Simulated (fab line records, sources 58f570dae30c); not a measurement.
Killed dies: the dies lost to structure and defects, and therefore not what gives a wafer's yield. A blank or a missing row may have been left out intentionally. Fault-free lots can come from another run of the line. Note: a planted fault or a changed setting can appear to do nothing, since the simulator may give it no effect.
Which tool was responsible? / flow berkeley_cmos170 / 39 wafers from 13 lots sampled at 5 of the route's 331 steps

== WHAT EACH GAUGE READ, for each wafer ==
UCB170_START_BOW_MEAS_00.
lot=L198; measured=day 1 10:01; on=film_metro-03; INCOMING_BOW (um)=-2 -6 2
lot=L199; measured=day 1 15:01; on=film_metro-03; INCOMING_BOW (um)=-3 -6 -5
lot=L200; measured=day 1 20:01; on=film_metro-02; INCOMING_BOW (um)=5 -5 -1
lot=L205; measured=day 2 21:00; on=film_metro-02; INCOMING_BOW (um)=4 -12 -11
lot=L206; measured=day 3 02:02; on=film_metro-03; INCOMING_BOW (um)=-5 4 2
lot=L207; measured=day 3 07:00; on=film_metro-01; INCOMING_BOW (um)=4 6 8
lot=L208; measured=day 3 12:02; on=film_metro-03; INCOMING_BOW (um)=4 2 -10
lot=L210; measured=day 3 22:04; on=film_metro-02; INCOMING_BOW (um)=-4 7 -11
lot=L211; measured=day 4 03:02; on=film_metro-03; INCOMING_BOW (um)=-3 -1 2
lot=L214; measured=day 4 18:02; on=film_metro-03; INCOMING_BOW (um)=1 -13 0
lot=L219; measured=day 5 19:01; on=film_metro-02; INCOMING_BOW (um)=0 -10 7
lot=L220; measured=day 6 00:00; on=film_metro-01; INCOMING_BOW (um)=-1 0 -12
lot=L221; measured=day 6 05:00; on=film_metro-01; INCOMING_BOW (um)=3 -1 -4

UCB170_WELLDRIVE_THK_MEAS_02.
lot=L198; measured=day 3 14:07; on=film_metro-04; WELLDRIVE_OXIDE_THK (nm)=195 200 194
lot=L199; measured=day 3 18:01; on=film_metro-02; WELLDRIVE_OXIDE_THK (nm)=202 198 195
lot=L200; measured=day 3 18:00; on=film_metro-03; WELLDRIVE_OXIDE_THK (nm)=202 200 205
lot=L205; measured=day 5 03:49; on=film_metro-02; WELLDRIVE_OXIDE_THK (nm)=203 204 203
lot=L206; measured=day 5 11:51; on=film_metro-04; WELLDRIVE_OXIDE_THK (nm)=204 204 208
lot=L207; measured=day 5 11:50; on=film_metro-03; WELLDRIVE_OXIDE_THK (nm)=203 200 200
lot=L208; measured=day 5 22:43; on=film_metro-04; WELLDRIVE_OXIDE_THK (nm)=204 201 201
lot=L210; measured=day 6 07:32; on=film_metro-03; WELLDRIVE_OXIDE_THK (nm)=199 202 202
lot=L211; measured=day 6 07:31; on=film_metro-04; WELLDRIVE_OXIDE_THK (nm)=204 202 205
lot=L214; measured=day 7 01:07; on=film_metro-04; WELLDRIVE_OXIDE_THK (nm)=195 196 195
lot=L219; measured=day 7 21:59; on=film_metro-04; WELLDRIVE_OXIDE_THK (nm)=195 193 195
lot=L220; measured=day 8 04:28; on=film_metro-02; WELLDRIVE_OXIDE_THK (nm)=197 199 198
lot=L221; measured=day 8 04:28; on=film_metro-04; WELLDRIVE_OXIDE_THK (nm)=201 199 197

UCB170_ACTIVE_CD_MEAS_13: target cd 1200 nm.
lot=L198; measured=day 4 08:34; on=cd_sem-02; cd_nm (nm)=1201.5 1201.0 1199.6
lot=L199; measured=day 4 16:41; on=cd_sem-01; cd_nm (nm)=1200.2 1201.6 1199.4
lot=L200; measured=day 4 16:31; on=cd_sem-02; cd_nm (nm)=1199.7 1200.9 1199.8
lot=L205; measured=day 5 19:35; on=cd_sem-01; cd_nm (nm)=1201.0 1201.6 1200.9
lot=L206; measured=day 6 07:04; on=cd_sem-01; cd_nm (nm)=1199.8 1199.6 1199.6
lot=L207; measured=day 6 06:46; on=cd_sem-02; cd_nm (nm)=1196.1 1197.1 1197.6
lot=L208; measured=day 6 14:47; on=cd_sem-02; cd_nm (nm)=1201.3 1201.7 1200.4
lot=L210; measured=day 6 23:52; on=cd_sem-01; cd_nm (nm)=1201.5 1201.4 1201.5
lot=L211; measured=day 6 23:44; on=cd_sem-02; cd_nm (nm)=1381.2 1379.9 1379.5
lot=L214; measured=day 7 14:50; on=cd_sem-01; cd_nm (nm)=1198.8 1199.0 1200.4
lot=L219; measured=day 8 13:10; on=cd_sem-02; cd_nm (nm)=1198.7 1199.2 1198.7
lot=L220; measured=day 8 19:46; on=cd_sem-01; cd_nm (nm)=1197.6 1196.6 1197.3
lot=L221; measured=day 8 19:59; on=cd_sem-01; cd_nm (nm)=1200.7 1199.9 1200.1

UCB170_ACTIVE_OVL_MEAS_14.
lot=L198; measured=day 4 08:41; on=overlay-02; ACTIVE_OVL (nm)=5 12 4
lot=L199; measured=day 4 16:47; on=overlay-02; ACTIVE_OVL (nm)=4 -6 1
lot=L200; measured=day 4 16:38; on=overlay-01; ACTIVE_OVL (nm)=1 -1 -1
lot=L205; measured=day 5 19:42; on=overlay-01; ACTIVE_OVL (nm)=-8 -4 -5
lot=L206; measured=day 6 07:10; on=overlay-01; ACTIVE_OVL (nm)=3 7 -3
lot=L207; measured=day 6 06:53; on=overlay-01; ACTIVE_OVL (nm)=0 0 5
lot=L208; measured=day 6 14:53; on=overlay-01; ACTIVE_OVL (nm)=0 -5 -6
lot=L210; measured=day 6 23:57; on=overlay-01; ACTIVE_OVL (nm)=10 -3 7
lot=L211; measured=day 6 23:50; on=overlay-02; ACTIVE_OVL (nm)=-6 -2 3
lot=L214; measured=day 7 14:55; on=overlay-01; ACTIVE_OVL (nm)=-9 -2 -7
lot=L219; measured=day 8 13:17; on=overlay-01; ACTIVE_OVL (nm)=4 2 -4
lot=L220; measured=day 8 19:53; on=overlay-02; ACTIVE_OVL (nm)=9 -1 4
lot=L221; measured=day 8 20:07; on=overlay-01; ACTIVE_OVL (nm)=-2 -2 2

== EACH LOT AND THE TOOL THAT RAN IT (in order: tool; ch and the chambers of the sampled wafers; start) ==
lot=L198; UCB170_ACTIVE_EXPOSE_10=krf_scanner-02 ch 0, day 4 07:56
lot=L199; UCB170_ACTIVE_EXPOSE_10=krf_scanner-01 ch 0, day 4 15:59
lot=L200; UCB170_ACTIVE_EXPOSE_10=krf_scanner-02 ch 0, day 4 15:41
lot=L205; UCB170_ACTIVE_EXPOSE_10=krf_scanner-02 ch 0, day 5 18:52
lot=L206; UCB170_ACTIVE_EXPOSE_10=krf_scanner-02 ch 0, day 6 06:24
lot=L207; UCB170_ACTIVE_EXPOSE_10=krf_scanner-02 ch 0, day 6 06:02
lot=L208; UCB170_ACTIVE_EXPOSE_10=krf_scanner-02 ch 0, day 6 13:58
lot=L210; UCB170_ACTIVE_EXPOSE_10=krf_scanner-02 ch 0, day 6 23:29
lot=L211; UCB170_ACTIVE_EXPOSE_10=krf_scanner-02 ch 0, day 6 23:20
lot=L214; UCB170_ACTIVE_EXPOSE_10=krf_scanner-01 ch 0, day 7 14:17
lot=L219; UCB170_ACTIVE_EXPOSE_10=krf_scanner-01 ch 0, day 8 12:47
lot=L220; UCB170_ACTIVE_EXPOSE_10=krf_scanner-01 ch 0, day 8 18:43
lot=L221; UCB170_ACTIVE_EXPOSE_10=krf_scanner-01 ch 0, day 8 18:50
- UCB170_ACTIVE_EXPOSE_10: exposes mask ACTIVE, target cd 1200 nm.

== AS READ BY THE TOOLS THEMSELVES (means over the sampled wafers that have a number; for cases with no such wafer, the mark the record gives instead) ==
The record holds no such reading with a usual standard deviation.

== THE ANSWER, worked out from the rows above alone ==
Rule: the usual values come from the lots themselves. The widest of any qualifying gaps counts: lots, ordered by their means at a reading, are off when they make up no more than a third of the lots, leave a main group of 4 or more, and stand apart from it by 3 or more times the standard deviation of that group's means. The tables above print the reading to a certain number of digits; a main group whose means all agree to those digits is not used. Also off: a lot with no number at a reading for which 4 or more lots have one. Where the step has rows for the other lots, those lots are counted as sound. After the gauges, taken in route order, come the tools' own readings; for these a lot's mean is taken, as printed above. The first step at which some lot is off is used, and at that step the reading that is off furthest; a lot without a number counts as furthest.
Off: L211, at UCB170_ACTIVE_CD_MEAS_13 (cd_nm). For the main group the mean is 1199.8 nm and the standard deviation 1.4.
A tool fits if, at a process step before that reading, it ran every lot that is off, and no sound lot after the first of them. Those tools and the gauges at UCB170_ACTIVE_CD_MEAS_13 are tried in the same way. None of those tried fits.

== WHAT WAS PUT IN BY THE SIMULATOR ==
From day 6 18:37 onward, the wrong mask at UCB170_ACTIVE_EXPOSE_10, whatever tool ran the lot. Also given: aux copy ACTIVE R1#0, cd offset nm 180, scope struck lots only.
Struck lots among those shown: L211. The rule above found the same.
